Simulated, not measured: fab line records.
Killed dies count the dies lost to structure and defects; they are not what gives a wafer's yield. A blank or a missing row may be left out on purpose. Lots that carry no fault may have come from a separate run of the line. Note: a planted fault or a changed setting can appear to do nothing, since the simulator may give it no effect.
fab line records | flow rit-cmos
record lots=5 wafers=27
route steps=202 shown M1@197
start-h: hours from the record's opening day to when the first of the lot's shown wafers began | wait-h: time in hours since the lot's previous step | " repeats the value in the row above | L1.1+2: a single row standing in for several wafers | - value missing, or start not given | * or withheld: withheld | < > ~ a bound
route shown NAME@n: names a module that has steps shown in the file, with the first one's number in the route | usual: mean/standard deviation of fault-free wafers | same: alike in all rows | chamber/n: place in a boat | sites: per-site readings | _std_site: how widely they spread, as a standard deviation | _edge_site: outer sites' mean less inner sites' | radius-mm: how far each site lies from the wafer's centre | mask NAME#n: copy n | behind: the tool/chamber that last shaped the wafer | hold: why the lot went on hold/how many hours it stayed there/how the hold came to an end | device: transistor that didn't switch, given as n, p or np | end of line: tests run on the same wafers once the route is complete | step lacking rows: just its recipe | killed: dies lost to structure and defects at the first sort, not the wafer's yield | map: the dies of a wafer, with x for killed, . for not killed, _ for no die there
set.NAME: the setting that was run; set.NAME@STEP: the one run at that earlier step | model.NAME: the simulator's own value behind a step, which no gauge read
lots run with intentionally changed settings; tables by step, rows by wafer
## steps
# step RIT_M1_STRIP_13
# recipe chemistry=nmp resist=NOVOLAK temp-c=80 time-s=600 dry=n2-spin
# columns lot.wafer tool chamber start-h wait-h set.time-s
L075.1+2+3+4+5+6 - - - 0.1 777.1
L077.1+2+3+4+5+6 - - - 0.1 600
L078.1+2+3+4+5+6 - - - 0.1 600
L080.4+5+6 wet-bench-04 1 90.05 0.1 600
L084.1+2+3+4+5+6 - - - 0.1 600
# step RIT_M1_STRIP_14
# recipe chemistry=O2 time-s=180 platen-temp-c=withheld power-w=500 pressure-mtorr=4000 o2-flow-sccm=4000
# step RIT_M1_CD_MEAS_90
# recipe target-cd-nm=2600
# usual cd-nm=2601.5/2.2
# columns lot.wafer tool chamber start-h wait-h set.develop-time-s@M1_DEVELOP_08 cd-nm
L075.1 cd-sem-01 - 61.35 0.1 68 2600.4
L075.2 " - " " 78.21 2592.3
L075.3 " - " " 68 2606.0
L075.4 " - " " 68 2601.8
L075.5 " - " " 78.21 2585.0
L075.6 " - " " 78.21 2592.5
L077.1 cd-sem-01 - 74.44 0.1 90.82 2576.4
L077.2 " - " " 68 2601.0
L077.3 " - " " 68 2602.9
L077.4 " - " " 68 2600.2
L077.5 " - " " 90.82 2579.6
L077.6 " - " " 90.82 2578.4
L078.1 cd-sem-01 - 78.48 0.1 68 2602.4
L078.2 " - " " 68 2603.7
L078.3 " - " " 108 2561.3
L078.4 " - " " 68 2604.2
L078.5 " - " " 108 2561.7
L078.6 " - " " 108 2563.6
L080.4 cd-sem-02 - 90.50 0.1 68 2599.6
L080.5 " - " " 68 2599.3
L080.6 " - " " 68 2600.7
L084.1 cd-sem-01 - 111.26 0.1 68 2599.8
L084.2 " - " " 68 2602.3
L084.3 " - " " 50.3 2627.9
L084.4 " - " " 50.3 2633.2
L084.5 " - " " 50.3 2633.3
L084.6 " - " " 68 2599.0
# step RIT_M1_ANNEAL_15
# recipe temp-c=450 time-s=1800 ambient=forming_gas_H2N2
# step RIT_M1_PROBE_99
# usual killed-at-contacts=0.0/0.2 killed-at-front-end=7/3.2 killed-dies=7/3.2 killed-open=3.2/2 killed-short=3.6/2.1
# same gross-dies=264 killed_at_M0_to_M3=0 killed_at_M4_up=0 killed-at-back-side=0 killed-at-other=0
# columns lot.wafer tool chamber start-h wait-h set.ox-time-s@FOX1_OXIDATION_00 set.develop-time-s@M1_DEVELOP_08 killed-at-contacts killed-at-front-end killed-dies killed-open killed-short model.etest.nplus-sal.width-nm model.etest.pplus-sal.width-nm model.etest.pldd.width-nm model.etest.nldd.width-nm model.etest.m1.width-nm model.etest.nmos-narrow.drive-ua-um
L075.1 prober-01 - 63.09 0.1 1760 68 1 10 11 7 4 3335 3343 3027 3038 2596 200
L075.2 prober-01 - 63.14 0.1 1760 78.21 0 264 264 1 3 - - - - 2593 -
L075.3 prober-01 - 63.19 0.2 1760 68 0 7 7 1 6 3336 3319 3011 3016 2608 196.7
L075.4 prober-01 - 63.24 0.2 1760 68 0 264 264 2 2 - - - - 2596 -
L075.5 prober-01 - 63.29 0.2 1760 78.21 0 3 3 2 1 3320 3342 3059 3039 2581 203.6
L075.6 prober-01 - 63.34 0.2 1760 78.21 0 264 264 1 1 - - - - 2594 -
L077.1 prober-01 - 76.18 0.1 1722 90.82 0 264 264 4 2 - - - - 2576 -
L077.2 prober-01 - 76.23 0.1 1722 68 0 6 6 5 1 3356 3355 3039 3055 2590 204.4
L077.3 prober-01 - 76.28 0.2 1722 68 0 9 9 5 4 3357 3363 3044 3041 2601 207.5
L077.4 prober-01 - 76.33 0.2 1722 68 0 264 264 3 2 - - - - 2588 -
L077.5 prober-01 - 76.38 0.2 1722 90.82 0 262 262 3 5 - - - - 2582 -
L077.6 prober-01 - 76.43 0.2 1722 90.82 0 4 4 2 2 3349 3355 3060 3052 2572 204.7
L078.1 prober-02 - 80.22 0.1 504.4 68 0 10 10 6 4 3559 3563 3276 3262 2602 243.6
L078.2 prober-02 - 80.27 0.1 504.4 68 0 3 3 2 1 3578 3583 3302 3281 2600 250.8
L078.3 prober-02 - 80.32 0.2 504.4 108 0 11 11 4 7 3564 3562 3265 3272 2556 254
L078.4 prober-02 - 80.37 0.2 504.4 68 0 10 10 5 5 3582 3588 3283 3294 2602 254.8
L078.5 prober-02 - 80.42 0.2 504.4 108 0 8 8 2 6 3585 3550 3274 3284 2559 252.6
L078.6 prober-02 - 80.47 0.2 504.4 108 0 6 6 2 4 3582 3592 3285 3300 2561 252
L080.4 prober-02 - 92.33 0.2 1130 68 0 9 9 2 6 3447 3436 3199 3209 2603 228.5
L080.5 prober-02 - 92.38 0.2 1130 68 0 3 3 3 0 3446 3452 3190 3200 2596 229.3
L080.6 prober-02 - 92.43 0.2 1130 68 0 5 5 5 0 3474 3493 3190 3184 2601 232.8
L084.1 prober-02 - 113.00 0.1 1130 68 0 12 12 2 10 3467 3470 3198 3212 2597 224.6
L084.2 prober-02 - 113.05 0.1 1130 68 0 14 14 9 5 3469 3466 3205 3208 2597 234.5
L084.3 prober-02 - 113.10 0.2 1130 50.3 0 14 14 8 6 3474 3477 3211 3180 2630 231.3
L084.4 prober-02 - 113.15 0.2 1130 50.3 0 2 2 1 0 3461 3449 3154 3176 2624 224.4
L084.5 prober-02 - 113.20 0.2 1130 50.3 0 6 6 2 4 3488 3482 3190 3184 2634 230.1
L084.6 prober-02 - 113.25 0.2 1130 68 0 10 10 2 8 3456 3479 3184 3178 2600 226.2
# killed by level:class
L075.1 GATE:geometric-particle:open=3 FOX1:geometric-particle:short=2 FOX1:geometric-particle:open=1 GATE:geometric-particle:short=1 SPACER:geometric-particle:open=1 SILICIDE:geometric-particle:open=1 SILICIDE:geometric-particle:short=1 CONTACT:geometric-particle:open=1
L075.2 SPACER:area-etchback=260 FOX2:geometric-particle:short=1 GATE:geometric-particle:short=1 GATE:geometric-particle:open=1 SPACER:geometric-particle:short=1
L075.3 GATE:geometric-particle:short=4 SILICIDE:geometric-particle:short=2 GATE:geometric-particle:open=1
L075.4 SPACER:area-etchback=260 GATE:geometric-particle:short=2 FOX1:geometric-particle:open=1 GATE:geometric-particle:open=1
L075.5 GATE:geometric-particle:open=1 REOX:geometric-particle:open=1 SILICIDE:geometric-particle:short=1
L075.6 SPACER:area-etchback=262 REOX:geometric-particle:short=1 REOX:geometric-particle:open=1
L077.1 SPACER:area-etchback=258 GATE:geometric-particle:open=2 FOX1:geometric-particle:open=1 GATE:geometric-particle:short=1 SILICIDE:geometric-particle:short=1 SILICIDE:geometric-particle:open=1
L077.2 REOX:geometric-particle:open=3 SPACER:geometric-particle:open=2 FOX1:geometric-particle:short=1
L077.3 REOX:geometric-particle:short=2 REOX:geometric-particle:open=2 FOX1:geometric-particle:open=1 FOX1:geometric-particle:short=1 FOX2:geometric-particle:open=1 GATE:geometric-particle:open=1 GATE:geometric-particle:short=1
L077.4 SPACER:area-etchback=259 FOX1:geometric-particle:open=1 GATE:geometric-particle:open=1 REOX:geometric-particle:open=1 REOX:geometric-particle:short=1 SILICIDE:geometric-particle:short=1
L077.5 SPACER:area-etchback=254 REOX:geometric-particle:short=3 FOX1:geometric-particle:short=1 GATE:geometric-particle:short=1 GATE:geometric-particle:open=1 REOX:geometric-particle:open=1 SILICIDE:geometric-particle:open=1
L077.6 FOX2:geometric-particle:short=2 FOX2:geometric-particle:open=1 REOX:geometric-particle:open=1
L078.1 REOX:geometric-particle:short=4 FOX1:geometric-particle:open=2 REOX:geometric-particle:open=2 GATE:geometric-particle:open=1 SPACER:geometric-particle:open=1
L078.2 GATE:geometric-particle:short=1 REOX:geometric-particle:open=1 SPACER:geometric-particle:open=1
L078.3 SILICIDE:geometric-particle:short=3 REOX:geometric-particle:short=2 ACTIVE:geometric-particle:open=1 FOX2:geometric-particle:open=1 GATE:geometric-particle:short=1 GATE:geometric-particle:open=1 REOX:geometric-particle:open=1 SPACER:geometric-particle:short=1
L078.4 REOX:geometric-particle:short=2 SPACER:geometric-particle:short=2 ACTIVE:geometric-particle:open=1 FOX1:geometric-particle:open=1 FOX2:geometric-particle:open=1 GATE:geometric-particle:open=1 GATE:geometric-particle:short=1 REOX:geometric-particle:open=1
L078.5 FOX1:geometric-particle:short=2 REOX:geometric-particle:short=2 FOX1:geometric-particle:open=1 GATE:geometric-particle:open=1 GATE:geometric-particle:short=1 SPACER:geometric-particle:short=1
L078.6 REOX:geometric-particle:open=2 SPACER:geometric-particle:short=2 FOX2:geometric-particle:short=1 REOX:geometric-particle:short=1
L080.4 GATE:geometric-particle:short=2 REOX:geometric-particle:short=2 FOX1:geometric-particle:open=1 FOX1:geometric-particle:short=1 GATE:geometric-particle:open=1 SPACER:geometric-particle:short=1 PWELL:coat-microbubble-printed=1
L080.5 SILICIDE:geometric-particle:open=3
L080.6 SILICIDE:geometric-particle:open=2 GATE:geometric-particle:open=2 FOX1:geometric-particle:open=1
L084.1 GATE:geometric-particle:short=4 SPACER:geometric-particle:short=4 FOX1:geometric-particle:short=1 GATE:geometric-particle:open=1 SILICIDE:geometric-particle:open=1 SILICIDE:geometric-particle:short=1
L084.2 GATE:geometric-particle:short=4 GATE:geometric-particle:open=4 REOX:geometric-particle:open=2 SPACER:geometric-particle:open=2 FOX1:geometric-particle:open=1 SPACER:geometric-particle:short=1
L084.3 GATE:geometric-particle:open=3 FOX2:geometric-particle:open=2 GATE:geometric-particle:short=2 SPACER:geometric-particle:open=2 SPACER:geometric-particle:short=2 FOX2:geometric-particle:short=1 REOX:geometric-particle:short=1 SILICIDE:geometric-particle:open=1
L084.4 SILICIDE:geometric-particle:open=1 GATE:coat-microbubble-printed=1
L084.5 GATE:geometric-particle:short=2 SILICIDE:geometric-particle:short=2 GATE:geometric-particle:open=1 REOX:geometric-particle:open=1
L084.6 GATE:geometric-particle:short=4 SPACER:geometric-particle:short=2 SILICIDE:geometric-particle:short=2 GATE:geometric-particle:open=1 SPACER:geometric-particle:open=1
## key
split step=RIT_M1_STRIP_13 setting=time-s stated=600 by=lot
response none clear
split outside-this-file step=RIT_FOX1_OXIDATION_00 setting=ox-time-s
split outside-this-file step=RIT_M1_DEVELOP_08 setting=develop-time-s
# split outside-this-file: this setting was split too, and the file shows its column; the key of that split is in another file
